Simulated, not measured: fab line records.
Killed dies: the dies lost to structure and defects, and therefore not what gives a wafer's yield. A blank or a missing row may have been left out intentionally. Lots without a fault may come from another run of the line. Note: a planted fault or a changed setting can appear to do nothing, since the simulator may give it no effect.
Which of the tools did it?    flow rit cmos    45 wafers from 15 lots sampled at 6 of the route's 202 steps

== WHAT THE GAUGES READ, wafer by wafer ==
RIT_NSD_TW_MEAS_10. Usual: for NSD_TW the level is 3139 and the standard deviation is 26.
lot   measured     on             NSD_TW          flag
L984  day 3 03:11  film metro-04  3151 3136 3138  
L985  day 3 06:13  film metro-04  3127 3123 3128  
L991  day 4 11:55  film metro-01  3123 3091 3120  
L992  day 4 19:38  film metro-04  3121 3143 3130  
L994  day 5 03:51  film metro-04  3123 3130 3116  
L998  day 5 22:45  film metro-02  3158 3142 3157  
L999  day 6 04:34  film metro-02  3177 3164 3171  
L100  day 6 09:50  film metro-04  3139 3141 3129  
L101  day 6 14:10  film metro-04  3135 3136 3118  
L102  day 6 23:46  film metro-02  3163 3172 3173  
L103  day 7 07:44  film metro-02  3182 3176 3182  
L104  day 7 13:22  film metro-02  3185 3183 3190  
L105  day 7 14:58  film metro-02  3165 3179 3196  
L106  day 7 23:12  film metro-02  3156 3176 3169  
L107  day 8 11:10  film metro-01  3118 3106 3109  

RIT_PSD_TW_MEAS_10. Usual: for PSD_TW the level is 3434 and the standard deviation is 23.
lot   measured     on             PSD_TW          flag
L984  day 3 04:37  film metro-02  3460 3467 3466  
L985  day 3 07:38  film metro-01  3398 3401 3404  
L991  day 4 13:48  film metro-04  3147 3132 3123  OFF
L992  day 4 21:11  film metro-04  3120 3124 3117  OFF
L994  day 5 05:17  film metro-01  3113 3129 3118  OFF
L998  day 6 00:10  film metro-04  3437 3439 3436  
L999  day 6 06:07  film metro-02  3468 3466 3450  
L100  day 6 11:23  film metro-01  3458 3456 3451  
L101  day 6 15:46  film metro-01  3451 3425 3428  
L102  day 7 01:19  film metro-04  3436 3418 3420  
L103  day 7 09:10  film metro-01  3404 3406 3398  
L104  day 7 14:55  film metro-01  3403 3418 3405  
L105  day 7 16:23  film metro-02  3464 3463 3466  
L106  day 8 00:45  film metro-01  3387 3384 3396  
L107  day 8 12:43  film metro-01  3415 3405 3427  

RIT_SDANNEAL_RS_MEAS_04: uses a four-point probe to measure. Usual: for PSD_RS the level is 115.93 ohm/sq and the standard deviation is 0.26.
lot   measured     on             PSD_RS (ohm/sq)       flag
L984  day 3 05:07  film metro-04  115.71 115.46 115.77  
L985  day 3 08:08  film metro-02  115.87 115.91 115.67  
L991  day 4 14:17  film metro-04  137.73 137.44 137.72  OFF
L992  day 4 21:41  film metro-04  138.14 137.82 138.46  OFF
L994  day 5 05:46  film metro-02  138.47 138.95 138.75  OFF
L998  day 6 00:41  film metro-04  115.97 115.91 116.30  
L999  day 6 06:37  film metro-04  115.93 116.11 115.94  
L100  day 6 11:53  film metro-02  115.53 115.68 115.90  
L101  day 6 16:16  film metro-02  115.80 115.38 115.43  
L102  day 7 01:51  film metro-01  115.83 115.67 115.95  
L103  day 7 09:41  film metro-01  116.40 115.86 116.26  
L104  day 7 15:25  film metro-04  116.00 116.19 116.13  
L105  day 7 16:53  film metro-01  116.36 116.02 116.33  
L106  day 8 01:14  film metro-02  115.80 115.96 115.95  
L107  day 8 13:12  film metro-04  115.93 115.96 116.39  

== WHICH TOOL RAN EACH LOT (tool, then ch and the chambers of the sampled wafers, then the start) ==
lot   RIT_SPACER_ETCHBACK_05             RIT_PSD_IMPLANT_08              RIT_SDANNEAL_RTA_03
L984  rie diel-04 ch 0,1,3, day 3 01:41  implanter-01 ch 0, day 3 04:17  rtp anneal-02 ch 0, day 3 05:04
L985  rie diel-03 ch 1,2,3, day 3 04:29  implanter-04 ch 0, day 3 07:19  rtp anneal-01 ch 0, day 3 08:04
L991  rie diel-02 ch 1,3, day 4 10:24    implanter-02 ch 0, day 4 13:29  rtp anneal-01 ch 0, day 4 14:13
L992  rie diel-04 ch 0,2,3, day 4 18:06  implanter-02 ch 0, day 4 20:53  rtp anneal-02 ch 0, day 4 21:37
L994  rie diel-02 ch 2,3, day 5 02:12    implanter-02 ch 0, day 5 04:58  rtp anneal-02 ch 0, day 5 05:43
L998  rie diel-02 ch 0,1,3, day 5 21:07  implanter-01 ch 0, day 5 23:51  rtp anneal-02 ch 0, day 6 00:38
L999  rie diel-02 ch 0,2,3, day 6 03:02  implanter-04 ch 0, day 6 05:48  rtp anneal-01 ch 0, day 6 06:32
L100  rie diel-02 ch 0,3, day 6 08:13    implanter-04 ch 0, day 6 11:04  rtp anneal-02 ch 0, day 6 11:49
L101  rie diel-03 ch 1,2, day 6 12:26    implanter-04 ch 0, day 6 15:26  rtp anneal-01 ch 0, day 6 16:13
L102  rie diel-02 ch 1,3, day 6 22:15    implanter-04 ch 0, day 7 01:01  rtp anneal-02 ch 0, day 7 01:47
L103  rie diel-04 ch 0,2, day 7 05:55    implanter-01 ch 0, day 7 08:51  rtp anneal-01 ch 0, day 7 09:37
L104  rie diel-03 ch 1,3, day 7 11:50    implanter-01 ch 0, day 7 14:37  rtp anneal-02 ch 0, day 7 15:20
L105  rie diel-02 ch 1,2, day 7 13:24    implanter-01 ch 0, day 7 16:04  rtp anneal-01 ch 0, day 7 16:49
L106  rie diel-04 ch 0,3, day 7 21:34    implanter-01 ch 0, day 8 00:25  rtp anneal-02 ch 0, day 8 01:11
L107  rie diel-04 ch 0,2,3, day 8 09:32  implanter-01 ch 0, day 8 12:23  rtp anneal-01 ch 0, day 8 13:09
- RIT_SPACER_ETCHBACK_05: etches Si3N4 in SF6/CHF3, stops on SiO2, target depth 250 nm, time 240 s.
- RIT_PSD_IMPLANT_08
- RIT_SDANNEAL_RTA_03: time 5 s.

== AS READ BY THE TOOLS THEMSELVES (means over the sampled wafers that have a number; for cases with no such wafer, the mark the record gives instead) ==
RIT_SPACER_ETCHBACK_05. Usual: CHF3_flow_sccm 29.99 sccm, standard deviation 0.088; drypump motor current A 5.9 A, standard deviation 0.49; oes product au 0.844 a.u., standard deviation 0.016; throttle valve pct 10.21 %, standard deviation 0.093.
lot   tool         CHF3_flow_sccm (sccm)  drypump motor current A (A)  oes product au (a.u.)  throttle valve pct (%)  flag
L984  rie diel-04  30.11                  5.8                          0.845                  10.17                   
L985  rie diel-03  29.99                  5.9                          0.852                  10.12                   
L991  rie diel-02  29.97                  5.6                          0.849                  10.28                   
L992  rie diel-04  30.01                  6.0                          0.849                  10.26                   
L994  rie diel-02  29.88                  5.7                          0.828                  10.26                   
L998  rie diel-02  29.96                  5.9                          0.844                  10.25                   
L999  rie diel-02  29.96                  6.0                          0.835                  10.24                   
L100  rie diel-02  29.95                  6.3                          0.838                  10.22                   
L101  rie diel-03  30.05                  6.1                          0.852                  10.03                   
L102  rie diel-02  30.02                  5.5                          0.832                  10.29                   
L103  rie diel-04  29.88                  5.9                          0.843                  10.30                   
L104  rie diel-03  30.01                  6.0                          0.855                  10.09                   
L105  rie diel-02  29.98                  5.5                          0.832                  10.28                   
L106  rie diel-04  29.94                  6.2                          0.850                  10.22                   
L107  rie diel-04  30.05                  6.0                          0.851                  10.25                   

RIT_PSD_IMPLANT_08. Usual: beam energy keV 27.000, standard deviation 0.0074; beam on s 11.3 s, standard deviation 1.4.
lot   tool          beam energy keV  beam on s (s)  flag
L984  implanter-01  26.995           11.3           
L985  implanter-04  27.001           10.0           
L991  implanter-02  18.891           13.4           OFF
L992  implanter-02  18.897           13.4           OFF
L994  implanter-02  18.898           13.4           OFF
L998  implanter-01  26.990           11.4           
L999  implanter-04  26.994           9.9            
L100  implanter-04  27.007           10.0           
L101  implanter-04  27.000           9.9            
L102  implanter-04  27.005           9.8            
L103  implanter-01  27.003           11.2           
L104  implanter-01  27.002           11.5           
L105  implanter-01  27.011           11.3           
L106  implanter-01  27.001           11.4           
L107  implanter-01  26.994           11.2           

RIT_SDANNEAL_RTA_03. Usual: chamber o2 ppm 2.002, standard deviation 0.022; ramp up c per s 342.00, standard deviation 0.065; wafer_temp_C_max 1053.4, standard deviation 0.98.
lot   tool           chamber o2 ppm  ramp up c per s  wafer_temp_C_max  flag
L984  rtp anneal-02  2.014           342.01           1053.6            
L985  rtp anneal-01  1.977           341.95           1053.9            
L991  rtp anneal-01  2.006           341.97           1052.5            
L992  rtp anneal-02  2.030           341.94           1054.4            
L994  rtp anneal-02  1.990           342.03           1052.7            
L998  rtp anneal-02  1.998           341.92           1052.4            
L999  rtp anneal-01  2.016           341.91           1054.1            
L100  rtp anneal-02  1.987           342.01           1053.9            
L101  rtp anneal-01  1.982           342.05           1052.9            
L102  rtp anneal-02  1.993           342.07           1053.3            
L103  rtp anneal-01  2.012           341.99           1053.0            
L104  rtp anneal-02  1.994           342.02           1053.7            
L105  rtp anneal-01  1.997           341.99           1053.9            
L106  rtp anneal-02  1.997           342.03           1052.5            
L107  rtp anneal-01  2.050           341.98           1053.0            

== THE ANSWER, worked out from the rows above alone ==
Rule: a lot is off if the mean of its wafers that have a number lies more than 3 standard deviations from the usual mean. Also off: a lot with no number at a reading for which 4 or more lots have one. Any other lot the step has rows for is counted as sound. After the gauges, taken in route order, come the tools' own readings; for these a lot's mean is taken, as printed above. The first step at which some lot is off is used, and at that step the reading that is off furthest; a lot without a number counts as furthest.
Off: L991, L992, L994, seen at RIT_PSD_TW_MEAS_10 (PSD_TW).
A tool fits if, at a process step before that reading, it ran every lot that is off, and no sound lot after the first of them. Not tried: the gauges at RIT_PSD_TW_MEAS_10; whatever is off there is also off at RIT_PSD_IMPLANT_08, on other tools, and gauge error can't account for it. One fits: implanter-02 at RIT_PSD_IMPLANT_08. It ran no sound lot before its first lot that is off in this sample, so the start can't be narrowed down.
On the lots that are off, the tool's own readings at RIT_PSD_IMPLANT_08 differ by more than 5 times the standard deviation of the sound lots' means, which bears it out; beam energy keV reads 18.895 there versus 27.000 on the sound lots.

== WHAT HAD BEEN PUT IN BY THE SIMULATOR ==
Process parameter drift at RIT_PSD_IMPLANT_08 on implanter-02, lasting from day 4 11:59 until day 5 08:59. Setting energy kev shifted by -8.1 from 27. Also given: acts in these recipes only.
Shown lots that were struck: L991, L992, L994. The rule given above showed the same thing.
